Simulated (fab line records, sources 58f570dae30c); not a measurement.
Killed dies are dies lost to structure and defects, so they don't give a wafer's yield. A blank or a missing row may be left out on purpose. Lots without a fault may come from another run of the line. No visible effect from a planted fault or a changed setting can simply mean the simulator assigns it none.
One fault through the eyes of 2 desks ; flow berkeley cmos170 ; only its own numbers are on each desk; what lay behind them is given at the end

== FROM THE METROLOGY DESK ==
What the gauges read for every lot (on any tool): the sampled wafers with a number, averaged. The brackets show how far a lot's mean lies from the usual mean; more than 4 standard deviations puts the lot out of limits, marked OUT.
Columns: A = SPACER_TEOS_THK at UCB170_SPACER_THK_MEAS_01, usual 375 nm; B = SILICIDE_TI_THK at UCB170_SILICIDE_THK_MEAS_03, usual 30.3 nm
lot;first seen here;A;B
L305;day 7 15:26;376;29.7
L304;day 7 15:35;369;30.5
L306;day 8 00:35;375;30.1
L307;day 8 01:34;373;30.8
L313;day 9 09:43;378;31.1
L311;day 9 10:08;373;30.5
L312;day 9 10:23;369;30.4
L315;day 9 20:24;377;30.3
L314;day 9 20:39;379;31.0
L316;day 10 13:06;375;30.3
L317;day 10 13:25;378;30.6
L318;day 10 13:58;372;30.5
L319;day 11 03:32;418 (+8.4) OUT;30.6
L320;day 11 03:45;415 (+7.8) OUT;31.1
This desk's finding: out of limits on L319, L320; first on L319, day 11 03:32 (SPACER_TEOS_THK at UCB170_SPACER_THK_MEAS_01). In limits: L305, L304, L306, L307, L313, L311, L312, L315, L314, L316, L317, L318.

== DESK OF THE TOOL OWNER: pecvd-03 ==
The tool's own readings at UCB170_SPACER_CVD_00 (deposits SiO2 from TEOS/O2, target thk 376 nm, time 47 s): means of the sampled wafers that have a number, for each lot that ran on this tool. The brackets show how far a lot's mean lies from the usual mean; more than 4 standard deviations puts the lot out of limits, marked OUT.
Columns: A = heater power w at UCB170_SPACER_CVD_00, usual 310 W; B = run length s at UCB170_SPACER_CVD_00, usual 75.0 s
lot;first seen here;A;B
L304;day 7 15:32;382;74.7
L306;day 8 00:32;329;74.5
L312;day 9 10:20;368;75.3
L314;day 9 20:37;364;74.7
L316;day 10 13:04;340;74.9
L319;day 11 03:28;350;80.6 (+10) OUT
L320;day 11 03:40;323;80.1 (+9.4) OUT
This desk's finding: out of limits on L319, L320; first on L319, day 11 03:28 (run length s at UCB170_SPACER_CVD_00). In limits: L304, L306, L312, L314, L316.

== ALL TOGETHER ==
At day 11 03:28, on L319, L320, the tool owner's desk was in a position to raise an alarm.
The metrology desk could have raised an alarm at day 11 03:32, on L319, L320.
UCB170_SPACER_CVD_00 was run on pecvd-03 by each of the lots named.

== WHAT THE SIMULATOR HAD INSERTED ==
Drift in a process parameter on pecvd-03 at UCB170_SPACER_CVD_00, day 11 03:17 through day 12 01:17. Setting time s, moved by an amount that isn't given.
Struck lots among those shown: L319, L320.
Time in hours from fault onset to the first out-of-limits reading at each desk: tool owner's desk 0, metrology desk 0.
